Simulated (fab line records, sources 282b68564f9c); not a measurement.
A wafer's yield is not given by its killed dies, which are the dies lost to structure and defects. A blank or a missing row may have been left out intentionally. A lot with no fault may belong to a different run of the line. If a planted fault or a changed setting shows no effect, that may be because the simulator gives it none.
What tool caused it? || flow rit cmos || 39 wafers from 13 lots sampled at 2 of the route's 202 steps

## WHAT EACH GAUGE READ, for each wafer
RIT_ACTIVE_CD_MEAS_11 targets a cd of 1400 nm.
{"lot": "L512", "measured": "day 1 19:26", "on": "cd sem-01", "cd nm (nm)": "1400.2 1400.2 1401.1"}
{"lot": "L514", "measured": "day 2 05:35", "on": "cd sem-01", "cd nm (nm)": "1398.8 1400.8 1401.5"}
{"lot": "L516", "measured": "day 2 16:32", "on": "cd sem-02", "cd nm (nm)": "1399.6 1399.7 1398.4"}
{"lot": "L518", "measured": "day 3 02:38", "on": "cd sem-01", "cd nm (nm)": "1397.1 1396.5 1396.2"}
{"lot": "L519", "measured": "day 3 06:30", "on": "cd sem-02", "cd nm (nm)": "1397.4 1400.8 1400.3"}
{"lot": "L520", "measured": "day 3 11:26", "on": "cd sem-01", "cd nm (nm)": "1402.2 1403.0 1403.1"}
{"lot": "L521", "measured": "day 3 16:26", "on": "cd sem-02", "cd nm (nm)": "1555.0 1551.8 1552.3"}
{"lot": "L523", "measured": "day 4 03:58", "on": "cd sem-02", "cd nm (nm)": "1400.0 1401.5 1402.0"}
{"lot": "L525", "measured": "day 4 13:17", "on": "cd sem-01", "cd nm (nm)": "1397.4 1397.8 1400.0"}
{"lot": "L531", "measured": "day 5 18:36", "on": "cd sem-01", "cd nm (nm)": "1399.8 1399.5 1398.6"}
{"lot": "L532", "measured": "day 5 23:28", "on": "cd sem-01", "cd nm (nm)": "1400.9 1398.7 1398.5"}
{"lot": "L533", "measured": "day 6 04:28", "on": "cd sem-01", "cd nm (nm)": "1399.4 1402.8 1401.4"}
{"lot": "L534", "measured": "day 6 09:34", "on": "cd sem-01", "cd nm (nm)": "1401.4 1399.2 1401.0"}

## EACH LOT AND THE TOOL THAT RAN IT (in order: tool; ch and the chambers of the sampled wafers; start)
{"lot": "L512", "RIT_ACTIVE_EXPOSE_08": "iline stepper-02 ch 0, day 1 19:02"}
{"lot": "L514", "RIT_ACTIVE_EXPOSE_08": "iline stepper-01 ch 0, day 2 05:11"}
{"lot": "L516", "RIT_ACTIVE_EXPOSE_08": "iline stepper-02 ch 0, day 2 16:08"}
{"lot": "L518", "RIT_ACTIVE_EXPOSE_08": "iline stepper-01 ch 0, day 3 02:14"}
{"lot": "L519", "RIT_ACTIVE_EXPOSE_08": "iline stepper-01 ch 0, day 3 06:06"}
{"lot": "L520", "RIT_ACTIVE_EXPOSE_08": "iline stepper-01 ch 0, day 3 11:02"}
{"lot": "L521", "RIT_ACTIVE_EXPOSE_08": "iline stepper-01 ch 0, day 3 16:02"}
{"lot": "L523", "RIT_ACTIVE_EXPOSE_08": "iline stepper-02 ch 0, day 4 03:34"}
{"lot": "L525", "RIT_ACTIVE_EXPOSE_08": "iline stepper-01 ch 0, day 4 12:53"}
{"lot": "L531", "RIT_ACTIVE_EXPOSE_08": "iline stepper-01 ch 0, day 5 18:12"}
{"lot": "L532", "RIT_ACTIVE_EXPOSE_08": "iline stepper-01 ch 0, day 5 23:04"}
{"lot": "L533", "RIT_ACTIVE_EXPOSE_08": "iline stepper-01 ch 0, day 6 04:04"}
{"lot": "L534", "RIT_ACTIVE_EXPOSE_08": "iline stepper-02 ch 0, day 6 09:10"}
- RIT_ACTIVE_EXPOSE_08: exposes mask M1, target cd 1400 nm.

## WHAT THE TOOLS THEMSELVES READ (means of the sampled wafers that have a number; where no wafer has one, the mark that the record gives instead)
RIT_ACTIVE_EXPOSE_08.
{"lot": "L512", "tool": "iline stepper-02", "exposure dose mJ cm2": 224.94}
{"lot": "L514", "tool": "iline stepper-01", "exposure dose mJ cm2": 225.12}
{"lot": "L516", "tool": "iline stepper-02", "exposure dose mJ cm2": 224.90}
{"lot": "L518", "tool": "iline stepper-01", "exposure dose mJ cm2": 225.02}
{"lot": "L519", "tool": "iline stepper-01", "exposure dose mJ cm2": 224.87}
{"lot": "L520", "tool": "iline stepper-01", "exposure dose mJ cm2": 224.93}
{"lot": "L521", "tool": "iline stepper-01", "exposure dose mJ cm2": 225.03}
{"lot": "L523", "tool": "iline stepper-02", "exposure dose mJ cm2": 224.63}
{"lot": "L525", "tool": "iline stepper-01", "exposure dose mJ cm2": 224.77}
{"lot": "L531", "tool": "iline stepper-01", "exposure dose mJ cm2": 225.04}
{"lot": "L532", "tool": "iline stepper-01", "exposure dose mJ cm2": 225.01}
{"lot": "L533", "tool": "iline stepper-01", "exposure dose mJ cm2": 224.70}
{"lot": "L534", "tool": "iline stepper-02", "exposure dose mJ cm2": 224.58}

## THE ANSWER, worked out from the rows above alone
Rule: the usual values come from the lots themselves. Put in order of their means at a reading, lots are off if they are a third of the lots or fewer, leave a main group of 4 or more, and stand apart from it by a gap of 3 or more times the standard deviation of the main group's means; of several such gaps the widest counts. Not used: any main group whose means are identical at the precision the tables above print for the reading. Also off: a lot with no number at a reading for which 4 or more lots have one. Where the step has rows for the other lots, those lots are counted as sound. The gauges are gone through in route order, then the tools' own readings, and for those a lot's mean is taken as printed above. The first step at which some lot is off is used, and at that step the reading that is off furthest; a lot without a number counts as furthest.
Off: L521 (RIT_ACTIVE_CD_MEAS_11, cd nm). Main group: mean 1399.9 nm, sd 1.5.
If a tool, at a process step before that reading, ran all the lots that are off and no sound lot after the first of them, it fits. Gauges at RIT_ACTIVE_CD_MEAS_11: tried the same way as those tools. No candidate that was tried fits.

## WHAT THE SIMULATOR PUT IN
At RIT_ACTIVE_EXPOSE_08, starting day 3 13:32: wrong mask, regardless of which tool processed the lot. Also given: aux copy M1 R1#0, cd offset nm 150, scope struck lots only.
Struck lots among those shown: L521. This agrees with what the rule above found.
